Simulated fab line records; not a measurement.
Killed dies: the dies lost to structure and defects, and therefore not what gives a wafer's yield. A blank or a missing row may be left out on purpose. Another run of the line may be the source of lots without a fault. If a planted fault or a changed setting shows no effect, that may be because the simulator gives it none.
fab line records / flow rit_cmos
record: lots: 15 wafers: 45 last_day: 7
route steps=202 shown PWELL@43
lots that met no fault: from a run of the same line without faults
start_h: hours from the record's first day to the start of the lot's first wafer shown / wait_h: how many hours have passed since the lot's step before this one / " unchanged from the row above / L1.1+2: one row covering several wafers at once / - no value present, or no start provided / * or withheld: withheld / < > ~ a bound
route shown NAME@n: a module of which the file shows steps, and the number in the route of the first / usual: mean/standard deviation of fault-free wafers / same: alike in all rows / chamber/n: place in a boat / sites: per-site readings / _std_site: standard deviation across them / _edge_site: outer sites' mean less inner sites' / radius_mm: for every site, how far away it sits from the centre of the wafer / mask NAME#n: copy n / behind: the most recent tool/chamber to have shaped the wafer / hold: reason for holding the lot/hours on hold/outcome of the hold / device: whichever transistor did not switch (one of n, p or np) / end of line: tests run on the same wafers once the route is complete / a step given without rows: its recipe and nothing more / killed: dies that structure and defects cost at the first sort, which is not the same as the wafer's yield / map: a wafer's dies, x killed, . not, _ none there
set.NAME: setting as actually run; set.NAME@STEP: the setting as run at that earlier step / model.NAME: the simulator's own value behind a step, which no gauge read
a sample of lots followed through the steps of the route, with each step as a table and each wafer as a row
== steps ==
step: RIT_PWELL_PEB_04
recipe: resist: NOVOLAK temp_c: withheld time_s: withheld
usual: chill_plate_temp_C: * exhaust_pa: 45.0/0.94
lot.wafer=L750.3 tool=litho_track-02 chamber=0 start_h=22.88 wait_h=0.1 chill_plate_temp_C=* exhaust_pa=44.9
lot.wafer=L750.4 tool=litho_track-02 chamber=0 start_h=22.88 wait_h=0.1 chill_plate_temp_C=* exhaust_pa=44.5
lot.wafer=L750.5 tool=litho_track-02 chamber=0 start_h=22.88 wait_h=0.1 chill_plate_temp_C=* exhaust_pa=45.6
lot.wafer=L751.2 tool=litho_track-03 chamber=0 start_h=27.94 wait_h=0.1 chill_plate_temp_C=* exhaust_pa=45.5
lot.wafer=L751.4 tool=litho_track-03 chamber=0 start_h=27.94 wait_h=0.1 chill_plate_temp_C=* exhaust_pa=46.0
lot.wafer=L751.6 tool=litho_track-03 chamber=0 start_h=27.94 wait_h=0.1 chill_plate_temp_C=* exhaust_pa=45.1
lot.wafer=L753.3 tool=litho_track-01 chamber=0 start_h=37.16 wait_h=0.1 chill_plate_temp_C=* exhaust_pa=44.1
lot.wafer=L753.4 tool=litho_track-01 chamber=0 start_h=37.16 wait_h=0.1 chill_plate_temp_C=* exhaust_pa=44.2
lot.wafer=L753.5 tool=litho_track-01 chamber=0 start_h=37.16 wait_h=0.1 chill_plate_temp_C=* exhaust_pa=46.0
lot.wafer=L754.1 tool=litho_track-02 chamber=0 start_h=44.80 wait_h=0.1 chill_plate_temp_C=* exhaust_pa=44.1
lot.wafer=L754.3 tool=litho_track-02 chamber=0 start_h=44.80 wait_h=0.1 chill_plate_temp_C=* exhaust_pa=44.4
lot.wafer=L754.6 tool=litho_track-02 chamber=0 start_h=44.80 wait_h=0.1 chill_plate_temp_C=* exhaust_pa=43.5
lot.wafer=L755.4 tool=litho_track-01 chamber=0 start_h=48.31 wait_h=0.1 chill_plate_temp_C=* exhaust_pa=45.8
lot.wafer=L755.5 tool=litho_track-01 chamber=0 start_h=48.31 wait_h=0.1 chill_plate_temp_C=* exhaust_pa=45.5
lot.wafer=L755.6 tool=litho_track-01 chamber=0 start_h=48.31 wait_h=0.1 chill_plate_temp_C=* exhaust_pa=46.1
lot.wafer=L756.1 tool=litho_track-02 chamber=0 start_h=52.80 wait_h=0.1 chill_plate_temp_C=* exhaust_pa=47.2
lot.wafer=L756.4 tool=litho_track-02 chamber=0 start_h=52.80 wait_h=0.1 chill_plate_temp_C=* exhaust_pa=47.4
lot.wafer=L756.5 tool=litho_track-02 chamber=0 start_h=52.80 wait_h=0.1 chill_plate_temp_C=* exhaust_pa=46.1
lot.wafer=L757.1 tool=litho_track-02 chamber=0 start_h=57.08 wait_h=0.1 chill_plate_temp_C=* exhaust_pa=45.0
lot.wafer=L757.4 tool=litho_track-02 chamber=0 start_h=57.08 wait_h=0.1 chill_plate_temp_C=* exhaust_pa=45.2
lot.wafer=L757.6 tool=litho_track-02 chamber=0 start_h=57.08 wait_h=0.1 chill_plate_temp_C=* exhaust_pa=44.4
lot.wafer=L758.1 tool=litho_track-03 chamber=0 start_h=63.21 wait_h=0.1 chill_plate_temp_C=* exhaust_pa=45.6
lot.wafer=L758.4 tool=litho_track-03 chamber=0 start_h=63.21 wait_h=0.1 chill_plate_temp_C=* exhaust_pa=45.2
lot.wafer=L758.5 tool=litho_track-03 chamber=0 start_h=63.21 wait_h=0.1 chill_plate_temp_C=* exhaust_pa=45.1
lot.wafer=L759.2 tool=litho_track-02 chamber=0 start_h=67.03 wait_h=0.1 chill_plate_temp_C=* exhaust_pa=44.3
lot.wafer=L759.5 tool=litho_track-02 chamber=0 start_h=67.03 wait_h=0.1 chill_plate_temp_C=* exhaust_pa=43.5
lot.wafer=L759.6 tool=litho_track-02 chamber=0 start_h=67.03 wait_h=0.1 chill_plate_temp_C=* exhaust_pa=43.3
lot.wafer=L760.1 tool=litho_track-01 chamber=- start_h=72.54 wait_h=0.1 chill_plate_temp_C=- exhaust_pa=-
lot.wafer=L760.2 tool=litho_track-01 chamber=- start_h=72.54 wait_h=0.1 chill_plate_temp_C=- exhaust_pa=-
lot.wafer=L760.6 tool=litho_track-01 chamber=- start_h=72.54 wait_h=0.1 chill_plate_temp_C=- exhaust_pa=-
lot.wafer=L761.1 tool=litho_track-03 chamber=- start_h=77.16 wait_h=0.3 chill_plate_temp_C=- exhaust_pa=-
lot.wafer=L761.5 tool=litho_track-03 chamber=- start_h=77.16 wait_h=0.3 chill_plate_temp_C=- exhaust_pa=-
lot.wafer=L761.6 tool=litho_track-03 chamber=- start_h=77.16 wait_h=0.3 chill_plate_temp_C=- exhaust_pa=-
lot.wafer=L762.2 tool=litho_track-01 chamber=- start_h=81.87 wait_h=0.2 chill_plate_temp_C=- exhaust_pa=-
lot.wafer=L762.3 tool=litho_track-01 chamber=- start_h=81.87 wait_h=0.2 chill_plate_temp_C=- exhaust_pa=-
lot.wafer=L762.6 tool=litho_track-01 chamber=- start_h=81.87 wait_h=0.2 chill_plate_temp_C=- exhaust_pa=-
lot.wafer=L770.1 tool=litho_track-03 chamber=0 start_h=122.15 wait_h=0.1 chill_plate_temp_C=* exhaust_pa=44.7
lot.wafer=L770.2 tool=litho_track-03 chamber=0 start_h=122.15 wait_h=0.1 chill_plate_temp_C=* exhaust_pa=46.0
lot.wafer=L770.5 tool=litho_track-03 chamber=0 start_h=122.15 wait_h=0.1 chill_plate_temp_C=* exhaust_pa=44.2
lot.wafer=L771.1 tool=litho_track-01 chamber=0 start_h=126.61 wait_h=0.1 chill_plate_temp_C=* exhaust_pa=45.6
lot.wafer=L771.4 tool=litho_track-01 chamber=0 start_h=126.61 wait_h=0.1 chill_plate_temp_C=* exhaust_pa=44.3
lot.wafer=L771.6 tool=litho_track-01 chamber=0 start_h=126.61 wait_h=0.1 chill_plate_temp_C=* exhaust_pa=43.8
lot.wafer=L772.2 tool=litho_track-01 chamber=0 start_h=132.58 wait_h=0.1 chill_plate_temp_C=* exhaust_pa=44.5
lot.wafer=L772.3 tool=litho_track-01 chamber=0 start_h=132.58 wait_h=0.1 chill_plate_temp_C=* exhaust_pa=44.8
lot.wafer=L772.6 tool=litho_track-01 chamber=0 start_h=132.58 wait_h=0.1 chill_plate_temp_C=* exhaust_pa=45.9
== key ==
first_sign: step: RIT_PWELL_PEB_04 reading: tool_record direction: missing
effect none on later readings
met_at RIT_PWELL_PEB_04
struck_lots L760,L761,L762
sort_left_out L760.1,L760.2,L760.6,L761.1,L761.5,L761.6,L762.2,L762.3,L762.6
tester_left_out L760,L761,L762
onset_between 63.21 72.54
fault: kind: skipped_step_whole tool: litho_track-01,litho_track-03 chamber: - onset_h: 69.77 steps: RIT_PWELL_PEB_04 scope: struck_lots_only
tester_left_out: of these lots the tester's yield and bins aren't shown, on N5 and GAA mostly nor the transistor test; their killed dies are dies lost to structure and defects alone, not to doping, threshold or leakage, so they don't give the yield
sort_left_out: the simulated sort isn't trusted on such a fault, so these wafers' sort isn't shown, and their yield isn't known
